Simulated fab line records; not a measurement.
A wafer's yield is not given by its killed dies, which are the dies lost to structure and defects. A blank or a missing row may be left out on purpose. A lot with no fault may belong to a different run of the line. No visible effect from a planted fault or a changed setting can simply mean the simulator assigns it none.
Comparing a struck lot with a sound one || flow rit-cmos || 43 out of 202 route steps
Sound: the wafers L588.1, L588.2, L588.6. Struck: wafers L596.3, L596.5, L596.6. The cause comes at the end.
Per side, at each step with rows, come the tool, then ch with its chambers, and then its first start. Under that, the readings that differ: sound wafers || struck wafers || difference of the means || sigmas: that difference in standard deviations of wafers without a fault.
alike: a reading whose means differ by less than 2 such deviations, as well as words and numbers matching on both sides. not compared: withheld readings; readings where some wafer has no value; bounds like >300 that might hide an equal value; numbers whose values overlap and for which the record gives no deviation.
A row with sigmas, a row that says differs or no value, or rows on one side alone: a step with any of these is where the two part. Numbers that don't overlap but have no deviation are shown without sigmas and don't part them. A reading missing from all wafers of one side parts the sides only when that side holds two or more wafers.

first, 3 steps without rows for these wafers: RIT_GATE_EXPOSE_13 (exposes mask M6, target cd 150 nm); RIT_GATE_PEB_14; RIT_GATE_DEVELOP_15 (develop time 50 s).
RIT_GATE_CD_MEAS_16: the cd target is 150 nm.
  sound: cd-sem-02 at day 4 01:30; struck: cd-sem-02 at day 5 16:59
  alike: cd-nm
RIT_GATE_OVL_MEAS_17:
  sound: overlay-02 at day 4 01:37; struck: overlay-02 at day 5 17:04
  alike: GATE_OVL
then, 1 step without rows for these wafers: RIT_GATE_HARDBAKE_18 (time 60 s).
RIT_GATE_ETCH_19: etches poly-Si in SF6/CHF3/O2, stops on SiO2, time 165 s, target depth 312.5 nm.
  sound on rie-si-01 ch 0,3, day 4 01:53; struck on rie-si-01 ch 0,1,3, day 5 17:14
  alike: drypump-motor-current-A, he-backside-leak-sccm, oes-product-au, throttle-valve-pct
  not compared: rf-hours-counter-h
RIT_GATE_STRIP_20: strips in O2, time 180 s.
  sound on plasma-asher-02 ch 0,1, day 4 02:00; struck on plasma-asher-01 ch 0,1, day 5 17:25
  alike: drypump-motor-current-A
  not compared: rf-hours-counter-h
RIT_GATE_CD_MEAS_90: the cd target is 150 nm.
  sound: cd-sem-01 at day 4 02:11; struck: cd-sem-02 at day 5 17:34
  alike: cd-nm
then, 3 steps without rows for these wafers: RIT_REOX_CLEAN_00 (cleans in SC1, time 600 s); RIT_REOX_CLEAN_01 (cleans in dHF, time 30 s); RIT_REOX_CLEAN_02 (cleans in SC2, time 600 s).
RIT_REOX_OXIDATION_03: target thk 25.2 nm, ox time 5580 s.
  sound on furnace-03 ch 0, day 4 02:40; struck on furnace-03 ch 0, day 5 18:43
RIT_REOX_THK_MEAS_04:
  sound: film-metro-01 at day 4 05:13; struck: film-metro-01 at day 5 21:17
  alike: REOX_OXIDE_THK
then, 6 steps without rows for these wafers: RIT_NLDD_HMDS_00 (prime time 60 s); RIT_NLDD_COAT_01 (resist thk 1000 nm); RIT_NLDD_SOFTBAKE_02 (time 60 s); RIT_NLDD_EXPOSE_03 (exposes mask M7, target cd 40700 nm); RIT_NLDD_PEB_04; RIT_NLDD_DEVELOP_05 (develop time 50 s).
RIT_NLDD_OVL_MEAS_06:
  sound: overlay-01 at day 4 06:15; struck: overlay-02 at day 5 22:12
  alike: NLDD_OVL
then, 2 steps without rows for these wafers: RIT_NLDD_HARDBAKE_07 (time 60 s); RIT_NLDD_IMPLANT_08.
RIT_NLDD_STRIP_09: strips in O2, time 180 s.
  sound on plasma-asher-01 ch 0,1, day 4 06:49; struck on plasma-asher-04 ch 0,1, day 5 22:35
  alike: drypump-motor-current-A
  not compared: rf-hours-counter-h
RIT_NLDD_TW_MEAS_10:
  sound: film-metro-03 at day 4 06:59; struck: film-metro-03 at day 5 22:44
  alike: NLDD_TW
then, 6 steps without rows for these wafers: RIT_PLDD_HMDS_00 (prime time 60 s); RIT_PLDD_COAT_01 (resist thk 1000 nm); RIT_PLDD_SOFTBAKE_02 (time 60 s); RIT_PLDD_EXPOSE_03 (exposes mask M8, target cd 40900 nm); RIT_PLDD_PEB_04; RIT_PLDD_DEVELOP_05 (develop time 50 s).
RIT_PLDD_OVL_MEAS_06:
  sound: overlay-01 at day 4 08:13; struck: overlay-02 at day 5 23:38
{"reading": "PLDD_OVL (nm)", "sound": "2.4 2.5 2.0", "struck": "-4.3 -2.5 -1.6", "difference": -5.1, "sigmas": -3}
then, 2 steps without rows for these wafers: RIT_PLDD_HARDBAKE_07 (time 60 s); RIT_PLDD_IMPLANT_08.
RIT_PLDD_STRIP_09: strips in O2, time 180 s.
  sound on plasma-asher-04 ch 0,1, day 4 08:32; struck on plasma-asher-02 ch 0,1, day 6 00:01
  alike: drypump-motor-current-A
  not compared: rf-hours-counter-h
RIT_PLDD_TW_MEAS_10:
  sound: film-metro-02 at day 4 08:43; struck: film-metro-04 at day 6 00:09
{"reading": "PLDD_TW", "sound": "2293 2277 2285", "struck": "2342 2348 2337", "difference": "+57", "sigmas": "+2"}
then, 4 steps without rows for these wafers: RIT_SPACER_CLEAN_00 (cleans in SC1, time 600 s); RIT_SPACER_CLEAN_01 (cleans in dHF, time 30 s); RIT_SPACER_CLEAN_02 (cleans in SC2, time 600 s); RIT_SPACER_CVD_03 (deposits Si3N4 from SiH2Cl2/NH3, target thk 250 nm, time 3300 s).
RIT_SPACER_THK_MEAS_04:
  sound: film-metro-04 at day 4 12:01; struck: film-metro-01 at day 6 02:30
  alike: SPACER_NITRIDE_THK
RIT_SPACER_ETCHBACK_05: etches Si3N4 in SF6/CHF3, stops on SiO2, target depth 250 nm, time 240 s.
  sound on rie-diel-02 ch 1,3, day 4 12:05; struck on rie-diel-01 ch 0,1, day 6 02:32
  alike: drypump-motor-current-A, oes-product-au, throttle-valve-pct
  not compared: rf-hours-counter-h
RIT_M1_PROBE_99:
  the record has rows for the struck wafers here (prober-02, day 6 14:19) and none for the sound ones

== WHERE THEY PART ==
First at RIT_PLDD_OVL_MEAS_06; last, within this record, at RIT_M1_PROBE_99.

WHY: what the simulator had put in
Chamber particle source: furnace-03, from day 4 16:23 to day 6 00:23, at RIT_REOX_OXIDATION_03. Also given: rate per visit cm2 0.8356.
